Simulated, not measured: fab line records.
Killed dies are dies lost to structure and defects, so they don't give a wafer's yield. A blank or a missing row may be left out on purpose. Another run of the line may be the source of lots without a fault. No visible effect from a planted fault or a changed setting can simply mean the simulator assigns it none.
fab line records || flow berkeley-cmos170
[record] {"lots": 14, "wafers": 42, "last-day": 12}
route steps=331 shown CONTACT@234
lots that met no fault: from a run of the same line without faults
start-h: hours from the record's opening day to when the first of the lot's shown wafers began || wait-h: hours elapsed since this lot's preceding step || " identical to the entry in the row above || L1.1+2: a single row standing in for several wafers || - no value, or no start was given || * or withheld: withheld || < > ~ a bound
route shown NAME@n: names a module that has steps shown in the file, with the first one's number in the route || usual: mean/standard deviation taken from wafers without a fault || same: alike in all rows || chamber/n: place in a boat || sites: each site's reading || _std_site: the values' standard deviation || _edge_site: inner sites' mean taken away from outer sites' mean || radius-mm: how far each site lies from the wafer's centre || mask NAME#n: copy n || behind: the last tool/chamber to shape the wafer || hold: reason for holding the lot/hours on hold/outcome of the hold || device: names the non-switching transistor (n, p or np) || end of line: the route-end tests of the same wafers || where a step has no rows: the recipe by itself || killed: count of dies lost to structure and defects at first sort (not the wafer's yield) || map: dies across one wafer; x = killed, . = not, _ = none there
set.NAME: the setting that was run; set.NAME@STEP: the one run at that earlier step || model.NAME: the simulator's own value behind a step, which no gauge read
one table for each step of the route and one row for each wafer, over a sample of lots
services: when a tool's chamber went out of use (start-h, in hours from the record's first day, below 0 if earlier), for how many hours, and the reason
[[steps]]
[step UCB170_CONTACT_ETCH_18]
[recipe] {"chemistry": "CHF3/CF4/Ar", "target": "PSG", "stop-on": "TiSi2", "CHF3_flow_sccm": 45, "cf4-flow-sccm": 15, "Ar_flow_sccm": 150, "pressure-mtorr": 200, "rf-w": 700, "target-depth-a": 8400, "over-etch-frac": 0.2, "time-s": 195}
[usual] {"drypump-motor-current-A": "5.8/0.56", "oes-product-au": "0.895/0.012", "run-length-s": "223.0/0.39", "throttle-valve-pct": "6.94/0.11"}
{"lot.wafer": "L676.2", "tool": "rie-diel-02", "chamber": 0, "start-h": 170, "wait-h": "-", "drypump-motor-current-A": 5.9, "oes-product-au": 0.902, "rf-hours-counter-h": 55, "run-length-s": 223.6, "throttle-valve-pct": 6.82}
{"lot.wafer": "L676.3", "tool": "rie-diel-02", "chamber": 1, "start-h": 170, "wait-h": "-", "drypump-motor-current-A": 5.8, "oes-product-au": 0.908, "rf-hours-counter-h": 37, "run-length-s": 222.5, "throttle-valve-pct": 6.69}
{"lot.wafer": "L676.6", "tool": "rie-diel-02", "chamber": 2, "start-h": 170, "wait-h": "-", "drypump-motor-current-A": 6.5, "oes-product-au": 0.898, "rf-hours-counter-h": "-", "run-length-s": 223.3, "throttle-valve-pct": 7.08}
{"lot.wafer": "L678.1", "tool": "rie-diel-01", "chamber": 0, "start-h": 178, "wait-h": "-", "drypump-motor-current-A": 6.5, "oes-product-au": 0.896, "rf-hours-counter-h": 94, "run-length-s": 223.1, "throttle-valve-pct": 7.10}
{"lot.wafer": "L678.4", "tool": "rie-diel-01", "chamber": 0, "start-h": 178, "wait-h": "-", "drypump-motor-current-A": 6.5, "oes-product-au": 0.900, "rf-hours-counter-h": "-", "run-length-s": 222.9, "throttle-valve-pct": 7.10}
{"lot.wafer": "L678.5", "tool": "rie-diel-01", "chamber": 2, "start-h": 178, "wait-h": "-", "drypump-motor-current-A": 5.1, "oes-product-au": 0.885, "rf-hours-counter-h": "-", "run-length-s": 222.8, "throttle-valve-pct": 6.94}
{"lot.wafer": "L677.3", "tool": "rie-diel-02", "chamber": 2, "start-h": 179, "wait-h": "-", "drypump-motor-current-A": 6.5, "oes-product-au": 0.894, "rf-hours-counter-h": 147, "run-length-s": 223.4, "throttle-valve-pct": 7.07}
{"lot.wafer": "L677.4", "tool": "rie-diel-02", "chamber": 0, "start-h": 179, "wait-h": "-", "drypump-motor-current-A": 5.9, "oes-product-au": 0.907, "rf-hours-counter-h": 55, "run-length-s": 223.9, "throttle-valve-pct": 6.84}
{"lot.wafer": "L677.6", "tool": "rie-diel-02", "chamber": 0, "start-h": 179, "wait-h": "-", "drypump-motor-current-A": 5.9, "oes-product-au": 0.896, "rf-hours-counter-h": "-", "run-length-s": 223.8, "throttle-valve-pct": 6.84}
{"lot.wafer": "L680.1", "tool": "rie-diel-04", "chamber": 3, "start-h": 194, "wait-h": "-", "drypump-motor-current-A": 6.0, "oes-product-au": 0.914, "rf-hours-counter-h": 59, "run-length-s": 222.7, "throttle-valve-pct": 6.97}
{"lot.wafer": "L680.2", "tool": "rie-diel-04", "chamber": 1, "start-h": 194, "wait-h": "-", "drypump-motor-current-A": 5.6, "oes-product-au": 0.912, "rf-hours-counter-h": 2, "run-length-s": 222.7, "throttle-valve-pct": 6.88}
{"lot.wafer": "L680.5", "tool": "rie-diel-04", "chamber": 2, "start-h": 194, "wait-h": "-", "drypump-motor-current-A": 4.9, "oes-product-au": 0.893, "rf-hours-counter-h": "-", "run-length-s": 223.4, "throttle-valve-pct": 7.02}
{"lot.wafer": "L681.1", "tool": "rie-diel-01", "chamber": 1, "start-h": 194, "wait-h": "-", "drypump-motor-current-A": 5.0, "oes-product-au": 0.890, "rf-hours-counter-h": 143, "run-length-s": 223.2, "throttle-valve-pct": 6.95}
{"lot.wafer": "L681.2", "tool": "rie-diel-01", "chamber": 3, "start-h": 194, "wait-h": "-", "drypump-motor-current-A": 6.3, "oes-product-au": 0.901, "rf-hours-counter-h": 119, "run-length-s": 223.0, "throttle-valve-pct": 6.91}
{"lot.wafer": "L681.4", "tool": "rie-diel-01", "chamber": 0, "start-h": 194, "wait-h": "-", "drypump-motor-current-A": 6.4, "oes-product-au": 0.894, "rf-hours-counter-h": 94, "run-length-s": 223.1, "throttle-valve-pct": 7.09}
{"lot.wafer": "L682.1", "tool": "rie-diel-02", "chamber": 1, "start-h": 201, "wait-h": "-", "drypump-motor-current-A": 5.8, "oes-product-au": 0.899, "rf-hours-counter-h": 39, "run-length-s": 222.5, "throttle-valve-pct": 6.69}
{"lot.wafer": "L682.3", "tool": "rie-diel-02", "chamber": 3, "start-h": 201, "wait-h": "-", "drypump-motor-current-A": 6.0, "oes-product-au": 0.902, "rf-hours-counter-h": 80, "run-length-s": 223.3, "throttle-valve-pct": 6.95}
{"lot.wafer": "L682.4", "tool": "rie-diel-02", "chamber": 0, "start-h": 201, "wait-h": "-", "drypump-motor-current-A": 5.9, "oes-product-au": 0.900, "rf-hours-counter-h": "-", "run-length-s": 224.3, "throttle-valve-pct": 6.84}
{"lot.wafer": "L686.2", "tool": "rie-diel-01", "chamber": 3, "start-h": 229, "wait-h": "-", "drypump-motor-current-A": 6.4, "oes-product-au": 0.889, "rf-hours-counter-h": 121, "run-length-s": 222.8, "throttle-valve-pct": 6.92}
{"lot.wafer": "L686.3", "tool": "rie-diel-01", "chamber": 0, "start-h": 229, "wait-h": "-", "drypump-motor-current-A": 6.5, "oes-product-au": 0.899, "rf-hours-counter-h": 96, "run-length-s": 223.6, "throttle-valve-pct": 7.07}
{"lot.wafer": "L686.5", "tool": "rie-diel-01", "chamber": 3, "start-h": 229, "wait-h": "-", "drypump-motor-current-A": 6.3, "oes-product-au": 0.899, "rf-hours-counter-h": "-", "run-length-s": 222.7, "throttle-valve-pct": 6.94}
{"lot.wafer": "L690.1", "tool": "rie-diel-01", "chamber": 3, "start-h": 240, "wait-h": "-", "drypump-motor-current-A": 6.3, "oes-product-au": 0.892, "rf-hours-counter-h": 121, "run-length-s": 222.9, "throttle-valve-pct": 6.93}
{"lot.wafer": "L690.5", "tool": "rie-diel-01", "chamber": 2, "start-h": 240, "wait-h": "-", "drypump-motor-current-A": 5.1, "oes-product-au": 0.880, "rf-hours-counter-h": "-", "run-length-s": 222.7, "throttle-valve-pct": 6.94}
{"lot.wafer": "L690.6", "tool": "rie-diel-01", "chamber": 3, "start-h": 240, "wait-h": "-", "drypump-motor-current-A": 6.3, "oes-product-au": 0.893, "rf-hours-counter-h": "-", "run-length-s": 223.0, "throttle-valve-pct": 6.91}
{"lot.wafer": "L689.1", "tool": "rie-diel-01", "chamber": 0, "start-h": 253, "wait-h": "-", "drypump-motor-current-A": 6.5, "oes-product-au": 0.663, "rf-hours-counter-h": 97, "run-length-s": 378.9, "throttle-valve-pct": 7.10}
{"lot.wafer": "L689.4", "tool": "rie-diel-01", "chamber": 3, "start-h": 253, "wait-h": "-", "drypump-motor-current-A": 6.3, "oes-product-au": 0.675, "rf-hours-counter-h": 122, "run-length-s": 379.0, "throttle-valve-pct": 6.91}
{"lot.wafer": "L689.5", "tool": "rie-diel-01", "chamber": 3, "start-h": 253, "wait-h": "-", "drypump-motor-current-A": 6.4, "oes-product-au": 0.665, "rf-hours-counter-h": "-", "run-length-s": 378.5, "throttle-valve-pct": 6.92}
{"lot.wafer": "L691.1", "tool": "rie-diel-02", "chamber": 3, "start-h": 255, "wait-h": "-", "drypump-motor-current-A": 6.0, "oes-product-au": 0.894, "rf-hours-counter-h": 83, "run-length-s": 223.4, "throttle-valve-pct": 6.97}
{"lot.wafer": "L691.5", "tool": "rie-diel-02", "chamber": 0, "start-h": 255, "wait-h": "-", "drypump-motor-current-A": 5.8, "oes-product-au": 0.902, "rf-hours-counter-h": "-", "run-length-s": 223.5, "throttle-valve-pct": 6.82}
{"lot.wafer": "L691.6", "tool": "rie-diel-02", "chamber": 3, "start-h": 255, "wait-h": "-", "drypump-motor-current-A": 6.0, "oes-product-au": 0.886, "rf-hours-counter-h": "-", "run-length-s": 223.6, "throttle-valve-pct": 6.95}
{"lot.wafer": "L692.1", "tool": "rie-diel-01", "chamber": 0, "start-h": 255, "wait-h": "-", "drypump-motor-current-A": 6.5, "oes-product-au": 0.668, "rf-hours-counter-h": 97, "run-length-s": 379.2, "throttle-valve-pct": 7.10}
{"lot.wafer": "L692.2", "tool": "rie-diel-01", "chamber": 1, "start-h": 255, "wait-h": "-", "drypump-motor-current-A": 5.0, "oes-product-au": 0.652, "rf-hours-counter-h": 1, "run-length-s": 378.9, "throttle-valve-pct": 6.95}
{"lot.wafer": "L692.4", "tool": "rie-diel-01", "chamber": 3, "start-h": 255, "wait-h": "-", "drypump-motor-current-A": 6.3, "oes-product-au": 0.664, "rf-hours-counter-h": 122, "run-length-s": 378.6, "throttle-valve-pct": 6.92}
{"lot.wafer": "L694.3", "tool": "rie-diel-04", "chamber": 1, "start-h": 262, "wait-h": "-", "drypump-motor-current-A": 5.7, "oes-product-au": 0.921, "rf-hours-counter-h": 5, "run-length-s": 223.2, "throttle-valve-pct": 6.87}
{"lot.wafer": "L694.4", "tool": "rie-diel-04", "chamber": 2, "start-h": 262, "wait-h": "-", "drypump-motor-current-A": 4.9, "oes-product-au": 0.895, "rf-hours-counter-h": 2, "run-length-s": 223.2, "throttle-valve-pct": 7.01}
{"lot.wafer": "L694.6", "tool": "rie-diel-04", "chamber": 0, "start-h": 262, "wait-h": "-", "drypump-motor-current-A": 5.5, "oes-product-au": 0.893, "rf-hours-counter-h": "-", "run-length-s": 222.6, "throttle-valve-pct": 6.84}
{"lot.wafer": "L698.2", "tool": "rie-diel-04", "chamber": 3, "start-h": 267, "wait-h": "-", "drypump-motor-current-A": 6.0, "oes-product-au": 0.914, "rf-hours-counter-h": 63, "run-length-s": 222.2, "throttle-valve-pct": 6.96}
{"lot.wafer": "L698.4", "tool": "rie-diel-04", "chamber": 2, "start-h": 267, "wait-h": "-", "drypump-motor-current-A": 4.9, "oes-product-au": 0.876, "rf-hours-counter-h": 2, "run-length-s": 223.3, "throttle-valve-pct": 7.03}
{"lot.wafer": "L698.5", "tool": "rie-diel-04", "chamber": 3, "start-h": 267, "wait-h": "-", "drypump-motor-current-A": 6.0, "oes-product-au": 0.904, "rf-hours-counter-h": "-", "run-length-s": 222.3, "throttle-valve-pct": 6.95}
{"lot.wafer": "L696.1", "tool": "rie-diel-04", "chamber": 1, "start-h": 272, "wait-h": "-", "drypump-motor-current-A": 5.7, "oes-product-au": 0.910, "rf-hours-counter-h": 6, "run-length-s": 223.0, "throttle-valve-pct": 6.85}
{"lot.wafer": "L696.2", "tool": "rie-diel-04", "chamber": 0, "start-h": 272, "wait-h": "-", "drypump-motor-current-A": 5.5, "oes-product-au": 0.871, "rf-hours-counter-h": 8, "run-length-s": 223.0, "throttle-valve-pct": 6.83}
{"lot.wafer": "L696.4", "tool": "rie-diel-04", "chamber": 2, "start-h": 272, "wait-h": "-", "drypump-motor-current-A": 4.9, "oes-product-au": 0.882, "rf-hours-counter-h": 2, "run-length-s": 222.7, "throttle-valve-pct": 7.02}
[step UCB170_CONTACT_CD_MEAS_90]
[recipe] {"target-cd-nm": 700}
[usual] {"cd-nm": "699.8/1.5"}
{"lot.wafer": "L676.2", "tool": "cd-sem-02", "chamber": "-", "start-h": 170.31, "wait-h": 0.1, "cd-nm": 700.7}
{"lot.wafer": "L676.3", "tool": "cd-sem-02", "chamber": "-", "start-h": 170.31, "wait-h": 0.1, "cd-nm": 700.4}
{"lot.wafer": "L676.6", "tool": "cd-sem-02", "chamber": "-", "start-h": 170.31, "wait-h": 0.1, "cd-nm": 698.8}
{"lot.wafer": "L678.1", "tool": "cd-sem-02", "chamber": "-", "start-h": 178.90, "wait-h": 0.1, "cd-nm": 699.0}
{"lot.wafer": "L678.4", "tool": "cd-sem-02", "chamber": "-", "start-h": 178.90, "wait-h": 0.1, "cd-nm": 698.8}
{"lot.wafer": "L678.5", "tool": "cd-sem-02", "chamber": "-", "start-h": 178.90, "wait-h": 0.1, "cd-nm": 700.7}
{"lot.wafer": "L677.3", "tool": "cd-sem-01", "chamber": "-", "start-h": 179.82, "wait-h": 0.1, "cd-nm": 699.9}
{"lot.wafer": "L677.4", "tool": "cd-sem-01", "chamber": "-", "start-h": 179.82, "wait-h": 0.1, "cd-nm": 700.1}
{"lot.wafer": "L677.6", "tool": "cd-sem-01", "chamber": "-", "start-h": 179.82, "wait-h": 0.1, "cd-nm": 700.1}
{"lot.wafer": "L680.1", "tool": "cd-sem-01", "chamber": "-", "start-h": 194.34, "wait-h": 0.1, "cd-nm": 699.6}
{"lot.wafer": "L680.2", "tool": "cd-sem-01", "chamber": "-", "start-h": 194.34, "wait-h": 0.1, "cd-nm": 698.7}
{"lot.wafer": "L680.5", "tool": "cd-sem-01", "chamber": "-", "start-h": 194.34, "wait-h": 0.1, "cd-nm": 699.0}
{"lot.wafer": "L681.1", "tool": "cd-sem-02", "chamber": "-", "start-h": 194.91, "wait-h": 0.1, "cd-nm": 700.0}
{"lot.wafer": "L681.2", "tool": "cd-sem-02", "chamber": "-", "start-h": 194.91, "wait-h": 0.1, "cd-nm": 699.2}
{"lot.wafer": "L681.4", "tool": "cd-sem-02", "chamber": "-", "start-h": 194.91, "wait-h": 0.1, "cd-nm": 699.3}
{"lot.wafer": "L682.1", "tool": "cd-sem-02", "chamber": "-", "start-h": 201.78, "wait-h": 0.1, "cd-nm": 699.8}
{"lot.wafer": "L682.3", "tool": "cd-sem-02", "chamber": "-", "start-h": 201.78, "wait-h": 0.1, "cd-nm": 698.7}
{"lot.wafer": "L682.4", "tool": "cd-sem-02", "chamber": "-", "start-h": 201.78, "wait-h": 0.1, "cd-nm": 697.8}
{"lot.wafer": "L686.2", "tool": "cd-sem-01", "chamber": "-", "start-h": 230.14, "wait-h": 0.1, "cd-nm": 700.3}
{"lot.wafer": "L686.3", "tool": "cd-sem-01", "chamber": "-", "start-h": 230.14, "wait-h": 0.1, "cd-nm": 700.7}
{"lot.wafer": "L686.5", "tool": "cd-sem-01", "chamber": "-", "start-h": 230.14, "wait-h": 0.1, "cd-nm": 699.7}
{"lot.wafer": "L690.1", "tool": "cd-sem-01", "chamber": "-", "start-h": 240.28, "wait-h": 0.1, "cd-nm": 701.0}
{"lot.wafer": "L690.5", "tool": "cd-sem-01", "chamber": "-", "start-h": 240.28, "wait-h": 0.1, "cd-nm": 702.2}
{"lot.wafer": "L690.6", "tool": "cd-sem-01", "chamber": "-", "start-h": 240.28, "wait-h": 0.1, "cd-nm": 701.9}
{"lot.wafer": "L689.1", "tool": "cd-sem-02", "chamber": "-", "start-h": 253.74, "wait-h": 0.1, "cd-nm": 705.0}
{"lot.wafer": "L689.4", "tool": "cd-sem-02", "chamber": "-", "start-h": 253.74, "wait-h": 0.1, "cd-nm": 703.1}
{"lot.wafer": "L689.5", "tool": "cd-sem-02", "chamber": "-", "start-h": 253.74, "wait-h": 0.1, "cd-nm": 703.8}
{"lot.wafer": "L691.1", "tool": "cd-sem-02", "chamber": "-", "start-h": 255.40, "wait-h": 0.1, "cd-nm": 698.8}
{"lot.wafer": "L691.5", "tool": "cd-sem-02", "chamber": "-", "start-h": 255.40, "wait-h": 0.1, "cd-nm": 698.8}
{"lot.wafer": "L691.6", "tool": "cd-sem-02", "chamber": "-", "start-h": 255.40, "wait-h": 0.1, "cd-nm": 698.8}
{"lot.wafer": "L692.1", "tool": "cd-sem-01", "chamber": "-", "start-h": 255.92, "wait-h": 0.1, "cd-nm": 705.7}
{"lot.wafer": "L692.2", "tool": "cd-sem-01", "chamber": "-", "start-h": 255.92, "wait-h": 0.1, "cd-nm": 705.1}
{"lot.wafer": "L692.4", "tool": "cd-sem-01", "chamber": "-", "start-h": 255.92, "wait-h": 0.1, "cd-nm": 703.3}
{"lot.wafer": "L694.3", "tool": "cd-sem-02", "chamber": "-", "start-h": 262.92, "wait-h": 0.1, "cd-nm": 699.7}
{"lot.wafer": "L694.4", "tool": "cd-sem-02", "chamber": "-", "start-h": 262.92, "wait-h": 0.1, "cd-nm": 702.5}
{"lot.wafer": "L694.6", "tool": "cd-sem-02", "chamber": "-", "start-h": 262.92, "wait-h": 0.1, "cd-nm": 701.5}
{"lot.wafer": "L698.2", "tool": "cd-sem-02", "chamber": "-", "start-h": 268.16, "wait-h": 0.1, "cd-nm": 700.2}
{"lot.wafer": "L698.4", "tool": "cd-sem-02", "chamber": "-", "start-h": 268.16, "wait-h": 0.1, "cd-nm": 702.5}
{"lot.wafer": "L698.5", "tool": "cd-sem-02", "chamber": "-", "start-h": 268.16, "wait-h": 0.1, "cd-nm": 701.1}
{"lot.wafer": "L696.1", "tool": "cd-sem-01", "chamber": "-", "start-h": 272.99, "wait-h": 0.2, "cd-nm": 701.3}
{"lot.wafer": "L696.2", "tool": "cd-sem-01", "chamber": "-", "start-h": 272.99, "wait-h": 0.2, "cd-nm": 700.8}
{"lot.wafer": "L696.4", "tool": "cd-sem-01", "chamber": "-", "start-h": 272.99, "wait-h": 0.2, "cd-nm": 700.4}
[[services]]
{"tool": "rie-diel-02", "chamber": "-", "start-h": 167.71, "hours": 0.4, "kind": "repair"}
{"tool": "rie-diel-01", "chamber": 3, "start-h": 167.98, "hours": 15.8, "kind": "repair"}
{"tool": "rie-diel-02", "chamber": "-", "start-h": 193.40, "hours": 4.3, "kind": "pm"}
{"tool": "rie-diel-01", "chamber": "-", "start-h": 194.32, "hours": 0.2, "kind": "repair"}
{"tool": "rie-diel-02", "chamber": 2, "start-h": 197.73, "hours": "-", "kind": "clean"}
{"tool": "rie-diel-02", "chamber": 2, "start-h": 197.73, "hours": 17.6, "kind": "scheduled-down"}
{"tool": "rie-diel-02", "chamber": 2, "start-h": 197.73, "hours": 17.6, "kind": "vent-cycle"}
{"tool": "rie-diel-04", "chamber": 2, "start-h": 204.01, "hours": "-", "kind": "clean"}
{"tool": "rie-diel-04", "chamber": 2, "start-h": 204.01, "hours": 22.2, "kind": "scheduled-down"}
{"tool": "rie-diel-04", "chamber": 2, "start-h": 204.01, "hours": 22.2, "kind": "vent-cycle"}
{"tool": "rie-diel-04", "chamber": 3, "start-h": 210.00, "hours": 3.5, "kind": "repair"}
{"tool": "rie-diel-01", "chamber": 1, "start-h": 216.42, "hours": "-", "kind": "clean"}
{"tool": "rie-diel-01", "chamber": 1, "start-h": 216.42, "hours": 17.9, "kind": "scheduled-down"}
{"tool": "rie-diel-01", "chamber": 1, "start-h": 216.42, "hours": 17.9, "kind": "vent-cycle"}
{"tool": "rie-diel-04", "chamber": "-", "start-h": 238.55, "hours": 2.8, "kind": "pm"}
[[key]]
[first-sign] {"step": "UCB170_CONTACT_ETCH_18", "reading": "run-length-s", "direction": "up", "sigmas": "99+", "usual": "*", "struck": "*"}
[effect] {"step": "UCB170_CONTACT_ETCH_18", "reading": "oes-product-au", "direction": "down", "sigmas": 19, "usual": 0.895, "struck": 0.664}
[effect] {"step": "UCB170_CONTACT_CD_MEAS_90", "reading": "cd-nm", "direction": "up", "sigmas": 3, "usual": 699.8, "struck": 704.4}
met-at UCB170_CONTACT_ETCH_18
struck-lots L689,L692
tester-left-out L689,L692
onset-between 240 253
[fault] {"kind": "process-parameter-drift", "tool": "rie-diel-01", "chamber": "-", "onset-h": 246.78, "steps": "UCB170_CONTACT_ETCH_18", "channel": "time-s", "offset": "*", "shape": "step", "end-h": 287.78, "acts-in": "*", "stated": "*"}
// tester-left-out: of these lots the tester's yield and bins aren't shown, on N5 and GAA mostly nor the transistor test; their killed dies are dies lost to structure and defects alone, not to doping, threshold or leakage, so they don't give the yield
